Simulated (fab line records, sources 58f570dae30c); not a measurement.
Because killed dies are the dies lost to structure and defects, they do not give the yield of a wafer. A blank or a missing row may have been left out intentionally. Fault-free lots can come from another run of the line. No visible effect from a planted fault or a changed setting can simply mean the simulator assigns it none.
Chamber matching | flow berkeley-cmos170 | UCB170_SPACER_CVD_00 on pecvd-04: 3 sister chambers
The step deposits SiO2 from TEOS/O2, target thk 376 nm, time 47 s. 6 wafers are shown with their chamber, then 12 later ones without.

== WAFERS PAIRED WITH THEIR CHAMBERS ==
wafer  | chamber | heater-power-w (W)
L088.1 | 2       | 232
L088.2 | 0       | 254
L088.3 | 1       | 304
L088.4 | 0       | 257
L088.5 | 2       | 155
L088.6 | 1       | 298

== WAFERS WITHOUT THEIR CHAMBER ==
wafer  | heater-power-w (W)
L086.3 | 241
L086.5 | 251
L086.6 | 210
L091.3 | 239
L091.4 | 274
L091.6 | 266
L092.1 | 176
L092.2 | 306
L092.3 | 232
L092.4 | 193
L092.5 | 237
L092.6 | 318

== THE CHAMBER EACH PASSED THROUGH ==
wafer  | from the rows above          | in truth
L086.3 | can't be placed: 0 or 2 or 1 | 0
L086.5 | can't be placed: 0 or 1 or 2 | 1
L086.6 | can't be placed: 2 or 0      | 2
L091.3 | can't be placed: 0 or 2 or 1 | 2
L091.4 | can't be placed: 0 or 1 or 2 | 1
L091.6 | can't be placed: 0 or 1 or 2 | 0
L092.1 | can't be placed: 2 or 0      | 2
L092.2 | can't be placed: 1 or 0      | 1
L092.3 | can't be placed: 0 or 2 or 1 | 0
L092.4 | can't be placed: 2 or 0      | 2
L092.5 | can't be placed: 0 or 2 or 1 | 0
L092.6 | can't be placed: 1 or 0      | 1
Correctly placed: 0 of 12. From these rows, 12 cannot be placed; in 12 the true chamber is one of the candidates. Number placed wrongly: 0.
How it was worked out, from the rows above alone: a wafer's distance from a chamber is the root of the sum, over the readings, of the square of ((its reading less the chamber's mean) divided by the reading's scatter). If the next closest chamber is less than 2 further off than the closest, the wafer can't be placed; otherwise it belongs to the closest. For every chamber, the mean is computed from those of its wafers that are shown. How the scatter is found: for the shown wafers, subtract from each reading the mean of its chamber, square and add these, divide the total by (wafers less chambers), then take the root.
